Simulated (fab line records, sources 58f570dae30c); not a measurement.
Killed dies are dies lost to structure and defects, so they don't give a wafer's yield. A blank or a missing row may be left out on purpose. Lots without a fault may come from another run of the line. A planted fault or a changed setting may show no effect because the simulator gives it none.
Split-lot experiment | flow berkeley_cmos170 | 5 lots, 23 wafers read, on a route of 331 steps

THE SPLIT
At UCB170_M1_COAT_04 (resist thk 900 nm), the setting spin_rpm was moved away from the recipe's 1500 rpm on 10 of the 23 wafers read, by -7.2% to +5.7%. The other wafers ran this setting at the recipe's value.

The file shows no step between the split and the reading.

THE READING
KrF_of_M1_COAT_04.thk_nm (the simulator's own value, which no gauge read), in nm, at UCB170_M1_METAL_ETCH_12 (etches Al in Cl2/BCl3, stops on PSG, target depth 780 nm, time 130 s). The file gives no usual value for it. The 13 wafers here that ran the recipe average 438.5 nm, standard deviation 5.6 nm.

wafer  | tool, chamber at the split | spin_rpm as run, rpm | against the recipe | KrF_of_M1_COAT_04.thk_nm, nm | against lot-mates on the recipe
L075.1 | litho_track-04, 0          | 1541                 | +2.7%              | 418                          | -19.3
L075.2 | litho_track-04, 0          | 1500                 | recipe             | 440.6                        | -
L075.4 | litho_track-04, 0          | 1500                 | recipe             | 436.3                        | -
L075.5 | litho_track-04, 0          | 1541                 | +2.7%              | 418.8                        | -18.5
L075.6 | litho_track-04, 0          | 1500                 | recipe             | 434.9                        | -
L074.1 | litho_track-03, 0          | 1500                 | recipe             | 430.1                        | -
L074.2 | litho_track-03, 0          | 1500                 | recipe             | 431.1                        | -
L074.4 | litho_track-03, 0          | 1392                 | -7.2%              | 460.3                        | +29.7
L074.5 | litho_track-03, 0          | 1392                 | -7.2%              | 466                          | +35.4
L074.6 | litho_track-03, 0          | 1392                 | -7.2%              | 460.2                        | +29.6
L080.1 | litho_track-02, 0          | 1500                 | recipe             | 438.4                        | -
L080.4 | litho_track-02, 0          | 1500                 | recipe             | 445.1                        | -
L080.6 | litho_track-02, 0          | 1500                 | recipe             | 442.9                        | -
L083.2 | litho_track-04, 0          | 1500                 | recipe             | 437.4                        | -
L083.3 | litho_track-04, 0          | 1500                 | recipe             | 438.1                        | -
L083.4 | litho_track-04, 0          | 1500                 | recipe             | 438.6                        | -
L083.5 | litho_track-04, 0          | 1538                 | +2.5%              | 426.6                        | -11.4
L083.6 | litho_track-04, 0          | 1538                 | +2.5%              | 424.2                        | -13.8
L082.1 | litho_track-03, 0          | 1585                 | +5.7%              | 428.7                        | -15.0
L082.3 | litho_track-03, 0          | 1500                 | recipe             | 452.1                        | -
L082.4 | litho_track-03, 0          | 1585                 | +5.7%              | 414.9                        | -28.8
L082.5 | litho_track-03, 0          | 1500                 | recipe             | 435.3                        | -
L082.6 | litho_track-03, 0          | 1585                 | +5.7%              | 433.3                        | -10.4

THE FIT
A straight line over all 23 wafers: KrF_of_M1_COAT_04.thk_nm changes by -3.23 nm for each +1% of spin_rpm; r = -0.86; the points scatter about the line by 6.9 nm.
The same after taking each lot's own level away (the mean of its wafers on the recipe; 23 wafers): -4.14 nm for each +1%; r = -0.94; scatter 5.4 nm.
On that fit, the largest move of spin_rpm shifts the reading by 30 nm.
The lots' own levels span 430.60 to 443.70 nm, that is 2.3 times the standard deviation above.
So the lot-to-lot level changes the slope: the two fits differ.
Check: with one of the wafers moved furthest among these (-7.2%) left out of the fit, the line predicts +29.9 nm for it against its lot-mates. It came out at +29.7 nm against them.

OTHER SPLITS ON THESE WAFERS
These wafers also went through other splits before the reading. Each is held against what the fit with the lots' levels taken away leaves over:
other split on the same wafers   | wafers away from the commonest value | r with KrF_of_M1_COAT_04.thk_nm (lot level and that fit taken away)
UCB170_CONTACT_PEB_13 peb_temp_c | 7                                    | +0.01

THE WHOLE CHAIN: every reading that the file lists as answering this split, in the file's order
step                    | what it does                                                         | reading                                                                   | change (the file's fit)              | r (the file's)
UCB170_M1_COAT_04       | resist thk 900 nm                                                    | KrF_of_M1_COAT_04.thk_nm (the simulator's own value, which no gauge read) | -4.66 nm for each +1% of the setting | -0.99
UCB170_M1_METAL_ETCH_12 | etches Al in Cl2/BCl3, stops on PSG, target depth 780 nm, time 130 s | KrF_of_M1_COAT_04.thk_nm (the simulator's own value, which no gauge read) | -4.22 nm for each +1% of the setting | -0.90

THE FILE'S OWN FIT
KrF_of_M1_COAT_04.thk_nm changes by -4.22 nm for each +1% of spin_rpm, r = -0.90.
